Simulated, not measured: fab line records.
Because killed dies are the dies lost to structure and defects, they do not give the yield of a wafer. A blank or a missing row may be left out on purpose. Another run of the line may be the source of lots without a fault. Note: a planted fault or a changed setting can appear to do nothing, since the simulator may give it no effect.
fab line records + flow ritCmos
record
- lots=7
- wafers=21
- lastDay=7
route steps=202 shown NRETRO@60 PRETRO@64 GATE@75 M1@202
lots with no fault: from the same line, run without faults
startH: the number of hours between the record's first day and the start of the first shown wafer of the lot + waitH: hours from the lot's prior step to this one + " the same as in the row above + L1.1+2: one row covering several wafers at once + - no value present, or no start provided + * or withheld: withheld + < > ~ a bound
route shown NAME@n: a module of which the file shows steps, and the number in the route of the first + usual: average and standard deviation across the fault-free wafers + same: alike in all rows + chamber/n: place in a boat + sites: per-site readings + _std_site: their standard deviation + _edge_site: outer sites' mean less inner sites' + radiusMm: how far each site lies from the wafer's centre + mask NAME#n: copy n + behind: tool/chamber where the wafer was last shaped + hold: cause of the lot's hold/its duration in hours/its outcome + device: transistor that didn't switch, given as n, p or np + end of line: at the end of the route, the tests of the same wafers + a step with no rows: only its recipe + killed: the dies lost at the first sort to structure and to defects; this is not the yield of the wafer + map: a wafer's dies, x killed, . not, _ none there
set.NAME: the setting that was run; set.NAME@STEP: the one run at that earlier step + model.NAME: the simulator's own value behind a step, which no gauge read
certain route steps with their lots: each step a table, each wafer a row
services: the hour from which a tool's chamber was out of use, counted from the record's first day as startH (under 0 if before that day), plus the number of hours and why
## steps
# step RIT_NRETRO_HARDBAKE_07
# recipe
- resist=NOVOLAK
- tempC=140
- timeS=120
# step RIT_NRETRO_IMPLANT_08
# recipe
- species=P
- energyKev=70
- doseCm2=1e+13
- tiltDeg=7
# step RIT_NRETRO_STRIP_09
# recipe
- chemistry=O2
- timeS=180
- resist=NOVOLAK
- platenTempC=withheld
- powerW=500
- pressureMtorr=4000
- o2FlowSccm=4000
# usual
- drypumpMotorCurrentA=5.48/0.18
- o2FlowSccm=4001/12
| lot.wafer | tool           | chamber | startH | waitH | drypumpMotorCurrentA | o2FlowSccm | rfHoursCounterH |
|-----------|----------------|---------|--------|-------|----------------------|------------|-----------------|
| L646.1    | plasmaAsher-01 | 0       | 51.87  | 0.1   | 5.66                 | 3970       | 25              |
| L646.3    | "              | 0       | "      | "     | 5.68                 | 3990       | -               |
| L646.5    | "              | 1       | "      | "     | 5.16                 | 3999       | -               |
| L647.1    | plasmaAsher-01 | 1       | 56.94  | 0.1   | 5.13                 | 4020       | 26              |
| L647.4    | "              | 0       | "      | "     | 5.66                 | 3983       | -               |
| L647.6    | "              | 0       | "      | "     | 5.67                 | 3992       | -               |
| L657.1    | plasmaAsher-02 | 1       | 107.98 | 0.1   | 5.48                 | 3998       | 45              |
| L657.2    | "              | 0       | "      | "     | 5.41                 | 4023       | 45              |
| L657.6    | "              | 1       | "      | "     | 5.47                 | 4000       | -               |
| L658.1    | plasmaAsher-02 | 0       | 112.31 | 0.1   | 5.43                 | 3997       | 46              |
| L658.4    | "              | 0       | "      | "     | 5.44                 | 4001       | -               |
| L658.5    | "              | 0       | "      | "     | 5.45                 | 4003       | -               |
| L659.1    | plasmaAsher-03 | 0       | 119.81 | 0.1   | 5.65                 | 3998       | 0               |
| L659.3    | "              | 1       | "      | "     | 5.57                 | 4015       | -               |
| L659.4    | "              | 0       | "      | "     | 5.65                 | 3987       | -               |
| L660.2    | plasmaAsher-03 | 0       | 124.36 | 0.1   | 5.65                 | 4014       | 1               |
| L660.5    | "              | 1       | "      | "     | 5.56                 | 3995       | -               |
| L660.6    | "              | 0       | "      | "     | 5.64                 | 3990       | -               |
| L661.1    | plasmaAsher-02 | 1       | 127.17 | 0.1   | 5.49                 | 4014       | 48              |
| L661.5    | "              | 1       | "      | "     | 5.50                 | 4014       | -               |
| L661.6    | "              | 0       | "      | "     | 5.43                 | 4000       | -               |
# step RIT_NRETRO_TW_MEAS_10
# usual
- NRETRO_TW=1047/4.3
| lot.wafer | tool         | chamber | startH | waitH | NRETRO_TW |
|-----------|--------------|---------|--------|-------|-----------|
| L646.1    | filmMetro-02 | -       | 52.05  | 0.1   | 1053      |
| L646.3    | "            | -       | "      | "     | 1046      |
| L646.5    | "            | -       | "      | "     | 1054      |
| L647.1    | filmMetro-03 | -       | 57.11  | 0.1   | 1042      |
| L647.4    | "            | -       | "      | "     | 1045      |
| L647.6    | "            | -       | "      | "     | 1042      |
| L657.1    | filmMetro-03 | -       | 108.15 | 0.1   | 1044      |
| L657.2    | "            | -       | "      | "     | 1043      |
| L657.6    | "            | -       | "      | "     | 1053      |
| L658.1    | filmMetro-02 | -       | 112.48 | 0.1   | 1051      |
| L658.4    | "            | -       | "      | "     | 1045      |
| L658.5    | "            | -       | "      | "     | 1049      |
| L659.1    | filmMetro-03 | -       | 119.98 | 0.1   | 1048      |
| L659.3    | "            | -       | "      | "     | 1045      |
| L659.4    | "            | -       | "      | "     | 1042      |
| L660.2    | filmMetro-04 | -       | 124.54 | 0.1   | 1050      |
| L660.5    | "            | -       | "      | "     | 1047      |
| L660.6    | "            | -       | "      | "     | 1049      |
| L661.1    | filmMetro-02 | -       | 127.35 | 0.1   | 1051      |
| L661.5    | "            | -       | "      | "     | 1047      |
| L661.6    | "            | -       | "      | "     | 1058      |
# step RIT_PRETRO_HMDS_00
# recipe
- primeTimeS=60
- primeTempC=140
# step RIT_PRETRO_COAT_01
# recipe
- resist=NOVOLAK
- spinRpm=2000
- resistThkNm=1300
# step RIT_PRETRO_SOFTBAKE_02
# recipe
- resist=NOVOLAK
- tempC=90
- timeS=60
# step RIT_PRETRO_EXPOSE_03
# recipe
- maskId=M5
- na=0.57
- targetCdNm=43700
- doseMj=250
# step RIT_PRETRO_PEB_04
# recipe
- resist=NOVOLAK
- tempC=withheld
- timeS=withheld
# step RIT_PRETRO_DEVELOP_05
# recipe
- resist=NOVOLAK
- developTimeS=68
- devTempC=23
# step RIT_PRETRO_OVL_MEAS_06
# usual
- PRETRO_OVL=1.0/1.5
| lot.wafer | tool       | chamber | startH | waitH | PRETRO_OVL[nm] |
|-----------|------------|---------|--------|-------|----------------|
| L646.1    | overlay-02 | -       | 53.00  | -     | 1.3            |
| L646.3    | "          | -       | "      | "     | -0.1           |
| L646.5    | "          | -       | "      | "     | 1.4            |
| L647.1    | overlay-02 | -       | 58.18  | -     | 0.5            |
| L647.4    | "          | -       | "      | "     | 0.6            |
| L647.6    | "          | -       | "      | "     | 0.4            |
| L657.1    | overlay-01 | -       | 109.09 | -     | -1.0           |
| L657.2    | "          | -       | "      | "     | 0.9            |
| L657.6    | "          | -       | "      | "     | 0.9            |
| L658.1    | overlay-01 | -       | 113.43 | -     | -1.0           |
| L658.4    | "          | -       | "      | "     | -1.5           |
| L658.5    | "          | -       | "      | "     | 0.5            |
| L659.1    | overlay-01 | -       | 121.05 | -     | -0.6           |
| L659.3    | "          | -       | "      | "     | 1.5            |
| L659.4    | "          | -       | "      | "     | 0.1            |
| L660.2    | overlay-01 | -       | 125.60 | -     | -1.1           |
| L660.5    | "          | -       | "      | "     | -2.1           |
| L660.6    | "          | -       | "      | "     | -0.9           |
| L661.1    | overlay-02 | -       | 128.44 | -     | 3.4            |
| L661.5    | "          | -       | "      | "     | 1.4            |
| L661.6    | "          | -       | "      | "     | 4.5            |
# step RIT_PRETRO_HARDBAKE_07
# recipe
- resist=NOVOLAK
- tempC=140
- timeS=120
# step RIT_PRETRO_IMPLANT_08
# recipe
- species=B
- energyKev=45
- doseCm2=1.2e+13
- tiltDeg=7
# usual
- beamEnergyKeV=44.997/0.012
- tiltDeg=6.998/0.019
| lot.wafer | tool         | chamber | startH | waitH | beamEnergyKeV | tiltDeg | model.implant.rpNm | model.implant.drpNm |
|-----------|--------------|---------|--------|-------|---------------|---------|--------------------|---------------------|
| L646.1    | implanter-01 | 0       | 53.29  | 0.2   | 44.990        | 7.017   | 142                | 55.07               |
| L646.3    | "            | 0       | "      | "     | 44.992        | 6.987   | 142                | 55.07               |
| L646.5    | "            | 0       | "      | "     | 44.985        | 7.014   | 142                | 55.07               |
| L647.1    | implanter-03 | 0       | 58.46  | 0.2   | 44.993        | 6.989   | 150.8              | 55.07               |
| L647.4    | "            | 0       | "      | "     | 44.993        | 7.003   | 150.8              | 55.07               |
| L647.6    | "            | 0       | "      | "     | 44.995        | 6.992   | 150.8              | 55.07               |
| L657.1    | implanter-01 | 0       | 109.38 | 0.2   | 32.682        | 6.983   | 107.7              | 45.59               |
| L657.2    | "            | 0       | "      | "     | 32.685        | 6.995   | 107.7              | 45.59               |
| L657.6    | "            | 0       | "      | "     | 32.688        | 6.963   | 107.7              | 45.59               |
| L658.1    | implanter-03 | 0       | 113.71 | 0.2   | 44.995        | 7.003   | 140.4              | 55.07               |
| L658.4    | "            | 0       | "      | "     | 44.995        | 7.039   | 140.4              | 55.07               |
| L658.5    | "            | 0       | "      | "     | 44.990        | 7.022   | 140.4              | 55.07               |
| L659.1    | implanter-01 | 0       | 121.41 | 0.2   | 32.715        | 7.025   | 106.4              | 45.59               |
| L659.3    | "            | 0       | "      | "     | 32.692        | 7.004   | 106.4              | 45.59               |
| L659.4    | "            | 0       | "      | "     | 32.706        | 6.987   | 106.4              | 45.59               |
| L660.2    | implanter-03 | 0       | 125.91 | 0.2   | 45.009        | 7.030   | 144.7              | 55.07               |
| L660.5    | "            | 0       | "      | "     | 44.997        | 7.019   | 144.7              | 55.07               |
| L660.6    | "            | 0       | "      | "     | 44.985        | 7.000   | 144.7              | 55.07               |
| L661.1    | implanter-01 | 0       | 128.73 | 0.2   | 32.677        | 7.006   | 107                | 45.59               |
| L661.5    | "            | 0       | "      | "     | 32.697        | 7.014   | 107                | 45.59               |
| L661.6    | "            | 0       | "      | "     | 32.702        | 7.009   | 107                | 45.59               |
# step RIT_PRETRO_STRIP_09
# recipe
- chemistry=O2
- timeS=180
- resist=NOVOLAK
- platenTempC=withheld
- powerW=500
- pressureMtorr=4000
- o2FlowSccm=4000
# usual
- drypumpMotorCurrentA=5.62/0.28
- o2FlowSccm=4000/13
| lot.wafer | tool           | chamber | startH | waitH | drypumpMotorCurrentA | o2FlowSccm | rfHoursCounterH |
|-----------|----------------|---------|--------|-------|----------------------|------------|-----------------|
| L646.1    | plasmaAsher-04 | 0       | 53.44  | 0.1   | 6.53                 | 4007       | 41              |
| L646.3    | "              | 0       | "      | "     | 6.51                 | 3992       | -               |
| L646.5    | "              | 0       | "      | "     | 6.53                 | 4003       | -               |
| L647.1    | plasmaAsher-02 | 0       | 58.61  | 0.1   | 5.48                 | 4016       | 40              |
| L647.4    | "              | 1       | "      | "     | 5.52                 | 4010       | -               |
| L647.6    | "              | 1       | "      | "     | 5.52                 | 4016       | -               |
| L657.1    | plasmaAsher-04 | 0       | 109.53 | 0.1   | 6.53                 | 4004       | 46              |
| L657.2    | "              | 1       | "      | "     | 6.11                 | 3986       | 46              |
| L657.6    | "              | 1       | "      | "     | 6.10                 | 3986       | -               |
| L658.1    | plasmaAsher-02 | 1       | 113.86 | 0.1   | 5.52                 | 3990       | 46              |
| L658.4    | "              | 1       | "      | "     | 5.52                 | 3993       | -               |
| L658.5    | "              | 0       | "      | "     | 5.46                 | 4033       | -               |
| L659.1    | plasmaAsher-03 | 0       | 121.56 | 0.1   | 5.63                 | 4000       | 0               |
| L659.3    | "              | 0       | "      | "     | 5.64                 | 3997       | -               |
| L659.4    | "              | 1       | "      | "     | 5.58                 | 4019       | -               |
| L660.2    | plasmaAsher-03 | 1       | 126.03 | 0.1   | 5.57                 | 4007       | 1               |
| L660.5    | "              | 0       | "      | "     | 5.64                 | 3999       | -               |
| L660.6    | "              | 1       | "      | "     | 5.56                 | 4011       | -               |
| L661.1    | plasmaAsher-04 | 1       | 128.88 | 0.1   | 6.10                 | 3984       | 48              |
| L661.5    | "              | 1       | "      | "     | 6.11                 | 3992       | -               |
| L661.6    | "              | 0       | "      | "     | 6.54                 | 4003       | -               |
# step RIT_PRETRO_TW_MEAS_10
# usual
- PRETRO_TW=472.9/2.2
| lot.wafer | tool         | chamber | startH | waitH | PRETRO_TW |
|-----------|--------------|---------|--------|-------|-----------|
| L646.1    | filmMetro-02 | -       | 53.61  | 0.1   | 473.5     |
| L646.3    | "            | -       | "      | "     | 473.9     |
| L646.5    | "            | -       | "      | "     | 478.0     |
| L647.1    | filmMetro-01 | -       | 58.79  | 0.1   | 474.1     |
| L647.4    | "            | -       | "      | "     | 473.4     |
| L647.6    | "            | -       | "      | "     | 475.0     |
| L657.1    | filmMetro-02 | -       | 109.71 | 0.1   | 447.5     |
| L657.2    | "            | -       | "      | "     | 448.6     |
| L657.6    | "            | -       | "      | "     | 449.4     |
| L658.1    | filmMetro-01 | -       | 114.04 | 0.1   | 473.1     |
| L658.4    | "            | -       | "      | "     | 471.7     |
| L658.5    | "            | -       | "      | "     | 471.2     |
| L659.1    | filmMetro-01 | -       | 121.74 | 0.1   | 446.6     |
| L659.3    | "            | -       | "      | "     | 447.6     |
| L659.4    | "            | -       | "      | "     | 450.0     |
| L660.2    | filmMetro-01 | -       | 126.22 | 0.1   | 470.6     |
| L660.5    | "            | -       | "      | "     | 471.8     |
| L660.6    | "            | -       | "      | "     | 470.1     |
| L661.1    | filmMetro-02 | -       | 129.06 | 0.1   | 451.6     |
| L661.5    | "            | -       | "      | "     | 448.7     |
| L661.6    | "            | -       | "      | "     | 451.7     |
# step RIT_GATE_WET_ETCH_00
# recipe
- chemistry=BOE
- target=SiO2
- targetDepthNm=56
- timeS=60
- dry=n2Spin
- dilution=10:1
- tempC=21.5
# step RIT_M1_PROBE_99
# usual
- killed_at_M0_to_M3=0.0/0.083
- killedAtContacts=0.1/0.23
- killedAtFrontEnd=6.7/2.7
- killedDies=6.7/2.7
- killedOpen=3.2/1.8
- killedShort=3.5/1.9
# same
- grossDies=264
- killed_at_M4_up=0
- killedAtBackSide=0
- killedAtOther=0
| lot.wafer | tool      | chamber | startH | waitH | killed_at_M0_to_M3 | killedAtContacts | killedAtFrontEnd | killedDies | killedOpen | killedShort | model.etest.nmos_0p3.rOnOhmUm | model.etest.nmos_0p15.rOnOhmUm | model.etest.nmosTurned.driveUaUm | model.etest.nmos_0p15.driveUaUm | model.etest.nmosNarrow.driveUaUm | model.etest.nmos_0p3.driveUaUm | model.etest.nmos_0p15.swingMvDec | model.etest.retroEdgeNmos.offLog10AUm |
|-----------|-----------|---------|--------|-------|--------------------|------------------|------------------|------------|------------|-------------|-------------------------------|--------------------------------|----------------------------------|---------------------------------|----------------------------------|--------------------------------|----------------------------------|---------------------------------------|
| L646.1    | prober-01 | -       | 79.87  | 0.1   | 0                  | 0                | 10               | 10         | 5          | 5           | 2165                          | 1117                           | 312.2                            | 469.9                           | 222.6                            | 222.1                          | 86.36                            | -10.1                                 |
| L646.3    | prober-01 | -       | 79.97  | 0.2   | 0                  | 0                | 9                | 9          | 4          | 5           | 2158                          | 1143                           | 318.3                            | 478.2                           | 233.8                            | 230.7                          | 85.7                             | -9.792                                |
| L646.5    | prober-01 | -       | 80.07  | 0.2   | 1                  | 0                | 4                | 5          | 2          | 3           | 2190                          | 1154                           | 317.9                            | 468.4                           | 228                              | 225.5                          | 85.79                            | -9.834                                |
| L647.1    | prober-02 | -       | 86.39  | 0.1   | 0                  | 0                | 5                | 5          | 2          | 3           | 2153                          | 1130                           | 313.8                            | 477.2                           | 218.7                            | 223.2                          | 86.77                            | -9.635                                |
| L647.4    | prober-02 | -       | 86.54  | 0.2   | 0                  | 0                | 6                | 6          | 4          | 2           | 2180                          | 1128                           | 322.6                            | 484.7                           | 220.9                            | 223.5                          | 86.97                            | -9.408                                |
| L647.6    | prober-02 | -       | 86.64  | 0.2   | 0                  | 1                | 10               | 11         | 6          | 5           | 2149                          | 1107                           | 336.6                            | 505.5                           | 228.1                            | 230.3                          | 86.91                            | -8.978                                |
| L657.1    | prober-01 | -       | 137.57 | 0.1   | 0                  | 0                | 9                | 9          | 5          | 4           | 2359                          | 1198                           | 277.3                            | 420                             | 190.7                            | 190.9                          | 87.45                            | -10.8                                 |
| L657.2    | prober-01 | -       | 137.62 | 0.1   | 0                  | 0                | 7                | 7          | 5          | 2           | 2376                          | 1201                           | 279.3                            | 424.6                           | 193.6                            | 191.2                          | 87.54                            | -10.93                                |
| L657.6    | prober-01 | -       | 137.82 | 0.2   | 0                  | 0                | 8                | 8          | 6          | 2           | 2371                          | 1192                           | 282.4                            | 423.6                           | 189.4                            | 191.6                          | 87.62                            | -10.98                                |
| L658.1    | prober-02 | -       | 143.15 | 0.1   | 0                  | 0                | 6                | 6          | 5          | 1           | 2142                          | 1149                           | 322.3                            | 471                             | 232.9                            | 234.1                          | 84.97                            | -10.01                                |
| L658.4    | prober-02 | -       | 143.30 | 0.2   | 0                  | 0                | 6                | 6          | 3          | 3           | 2170                          | 1148                           | 316                              | 476.6                           | 231.1                            | 231.2                          | 85.59                            | -9.709                                |
| L658.5    | prober-02 | -       | 143.35 | 0.2   | 0                  | 0                | 6                | 6          | 6          | 0           | 2144                          | 1140                           | 327.7                            | 477.8                           | 235.5                            | 235.7                          | 84.72                            | -10.03                                |
| L659.1    | prober-01 | -       | 148.33 | 0.1   | 0                  | 0                | 6                | 6          | 4          | 2           | 2365                          | 1181                           | 272.2                            | 429.3                           | 192.7                            | 192.7                          | 87.56                            | -10.89                                |
| L659.3    | prober-01 | -       | 148.43 | 0.2   | 0                  | 0                | 7                | 7          | 3          | 4           | 2324                          | 1166                           | 281.4                            | 433.5                           | 197                              | 193.8                          | 86.99                            | -10.95                                |
| L659.4    | prober-01 | -       | 148.48 | 0.2   | 0                  | 0                | 8                | 8          | 2          | 6           | 2349                          | 1204                           | 265.6                            | 420.7                           | 195.6                            | 192.7                          | 87.03                            | -11.1                                 |
| L660.2    | prober-02 | -       | 152.36 | 0.1   | 0                  | 0                | 4                | 4          | 1          | 3           | 2141                          | 1110                           | 333.4                            | 484                             | 234.4                            | 229.9                          | 85.93                            | -9.645                                |
| L660.5    | prober-02 | -       | 152.51 | 0.2   | 0                  | 0                | 6                | 6          | 2          | 4           | 2174                          | 1101                           | 324.7                            | 473.5                           | 227.9                            | 223.1                          | 86.28                            | -9.758                                |
| L660.6    | prober-02 | -       | 152.56 | 0.2   | 0                  | 0                | 6                | 6          | 4          | 2           | 2144                          | 1123                           | 324.4                            | 481.4                           | 235.2                            | 228.2                          | 86.09                            | -9.759                                |
| L661.1    | prober-01 | -       | 158.10 | 0.1   | 0                  | 0                | 6                | 6          | 4          | 2           | 2366                          | 1177                           | 266.3                            | 429.9                           | 186.1                            | 190.1                          | 87.89                            | -10.79                                |
| L661.5    | prober-01 | -       | 158.30 | 0.2   | 0                  | 0                | 3                | 3          | 0          | 3           | 2374                          | 1192                           | 255.2                            | 418.7                           | 184.8                            | 187.7                          | 87.37                            | -11.24                                |
| L661.6    | prober-01 | -       | 158.35 | 0.2   | 0                  | 0                | 4                | 4          | 0          | 4           | 2397                          | 1204                           | 254.8                            | 416.4                           | 181.9                            | 184.9                          | 88.12                            | -10.98                                |
# killed by level:class
L646.1 FOX1:geometricParticle:short=2 SPACER:geometricParticle:open=2 FOX1:geometricParticle:open=1 REOX:geometricParticle:open=1 REOX:geometricParticle:short=1 SPACER:geometricParticle:short=1 SILICIDE:geometricParticle:short=1 SILICIDE:geometricParticle:open=1
L646.3 SPACER:geometricParticle:short=4 SILICIDE:geometricParticle:open=2 GATE:geometricParticle:open=1 SPACER:geometricParticle:open=1 SILICIDE:geometricParticle:short=1
L646.5 GATE:geometricParticle:short=1 REOX:geometricParticle:open=1 REOX:geometricParticle:short=1 SILICIDE:geometricParticle:open=1 M1:geometricParticle:short=1
L647.1 GATE:geometricParticle:short=2 GATE:geometricParticle:open=1 SILICIDE:geometricParticle:short=1 SILICIDE:geometricParticle:open=1
L647.4 GATE:geometricParticle:short=2 SPACER:geometricParticle:open=2 FOX2:geometricParticle:open=1 GATE:geometricParticle:open=1
L647.6 GATE:geometricParticle:short=5 GATE:geometricParticle:open=3 FOX2:geometricParticle:open=1 SPACER:geometricParticle:open=1 CONTACT:geometricParticle:open=1
L657.1 GATE:geometricParticle:open=2 FOX1:geometricParticle:open=1 FOX1:geometricParticle:short=1 FOX2:geometricParticle:short=1 GATE:geometricParticle:short=1 SPACER:geometricParticle:open=1 SILICIDE:geometricParticle:open=1 SILICIDE:geometricParticle:short=1
L657.2 SPACER:geometricParticle:open=3 GATE:geometricParticle:short=1 GATE:geometricParticle:open=1 REOX:geometricParticle:open=1 SILICIDE:geometricParticle:short=1
L657.6 SPACER:geometricParticle:open=2 SILICIDE:geometricParticle:short=2 FOX1:geometricParticle:open=1 FOX2:geometricParticle:open=1 GATE:geometricParticle:open=1 REOX:geometricParticle:open=1
L658.1 GATE:geometricParticle:open=4 FOX2:geometricParticle:open=1 SILICIDE:geometricParticle:short=1
L658.4 ACTIVE:geometricParticle:open=1 FOX2:geometricParticle:short=1 GATE:geometricParticle:open=1 REOX:geometricParticle:short=1 SPACER:geometricParticle:open=1 SILICIDE:geometricParticle:short=1
L658.5 REOX:geometricParticle:open=2 FOX2:geometricParticle:open=1 GATE:geometricParticle:open=1 SPACER:geometricParticle:open=1 SILICIDE:geometricParticle:open=1
L659.1 SPACER:geometricParticle:open=2 FOX2:geometricParticle:open=1 GATE:geometricParticle:open=1 GATE:geometricParticle:short=1 SPACER:geometricParticle:short=1
L659.3 SPACER:geometricParticle:short=2 SPACER:geometricParticle:open=2 FOX1:geometricParticle:short=1 GATE:geometricParticle:short=1 REOX:geometricParticle:open=1
L659.4 GATE:geometricParticle:open=2 SPACER:geometricParticle:short=2 FOX2:geometricParticle:short=1 GATE:geometricParticle:short=1 REOX:geometricParticle:short=1 SILICIDE:geometricParticle:short=1
L660.2 SILICIDE:geometricParticle:short=3 GATE:geometricParticle:open=1
L660.5 ACTIVE:geometricParticle:short=1 FOX1:geometricParticle:open=1 FOX2:geometricParticle:open=1 FOX2:geometricParticle:short=1 GATE:geometricParticle:short=1 REOX:geometricParticle:short=1
L660.6 GATE:geometricParticle:open=2 FOX2:geometricParticle:short=1 SPACER:geometricParticle:open=1 SILICIDE:geometricParticle:open=1 SILICIDE:geometricParticle:short=1
L661.1 GATE:geometricParticle:short=2 GATE:geometricParticle:open=2 FOX2:geometricParticle:open=1 SPACER:geometricParticle:open=1
L661.5 FOX2:geometricParticle:short=2 SILICIDE:geometricParticle:short=1
L661.6 FOX2:geometricParticle:short=2 FOX1:geometricParticle:short=1 GATE:geometricParticle:short=1
## services
| tool           | chamber | startH | hours | kind      |
|----------------|---------|--------|-------|-----------|
| implanter-03   | -       | 40.44  | 1.4   | repair    |
| implanter-03   | -       | 61.99  | 1.6   | repair    |
| implanter-03   | -       | 65.18  | 4.2   | pm        |
| plasmaAsher-03 | -       | 108.84 | 9.0   | pm        |
| plasmaAsher-03 | 0       | 108.84 | 9.0   | ventCycle |
| plasmaAsher-03 | 1       | 108.84 | 9.0   | ventCycle |
| plasmaAsher-03 | 0       | 117.84 | -     | clean     |
| plasmaAsher-03 | 1       | 117.84 | -     | clean     |
| implanter-01   | -       | 121.85 | 5.3   | pm        |
## key
firstSign
- step=RIT_PRETRO_IMPLANT_08
- reading=beamEnergyKeV
- direction=down
- sigmas=99+
- usual=44.997
- struck=32.694
effect
- step=RIT_PRETRO_TW_MEAS_10
- reading=PRETRO_TW
- direction=down
- sigmas=11
- usual=472.9
- struck=449.1
modelEffect
- step=RIT_PRETRO_IMPLANT_08
- value=implant.rpNm
- without=145.3
- struck=107
modelEffect
- step=RIT_M1_PROBE_99
- value=etest.nmos_0p3.rOnOhmUm
- without=2166
- struck=2365
metAt RIT_PRETRO_IMPLANT_08
struckWafers L657.1,L657.2,L657.6,L659.1,L659.3,L659.4,L661.1,L661.5,L661.6
testerLeftOut L657,L659,L661
onsetBetween 53.29 109.38
fault
- kind=processParameterDrift
- tool=implanter-01
- chamber=-
- onsetH=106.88
- steps=RIT_PRETRO_IMPLANT_08
- channel=energyKev
- offset=-12.311
- shape=step
- endH=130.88
- actsIn=theseRecipesOnly
- stated=45
# testerLeftOut: of these lots the tester's yield and bins aren't shown, on N5 and GAA mostly nor the transistor test; their killed dies are dies lost to structure and defects alone, not to doping, threshold or leakage, so they don't give the yield
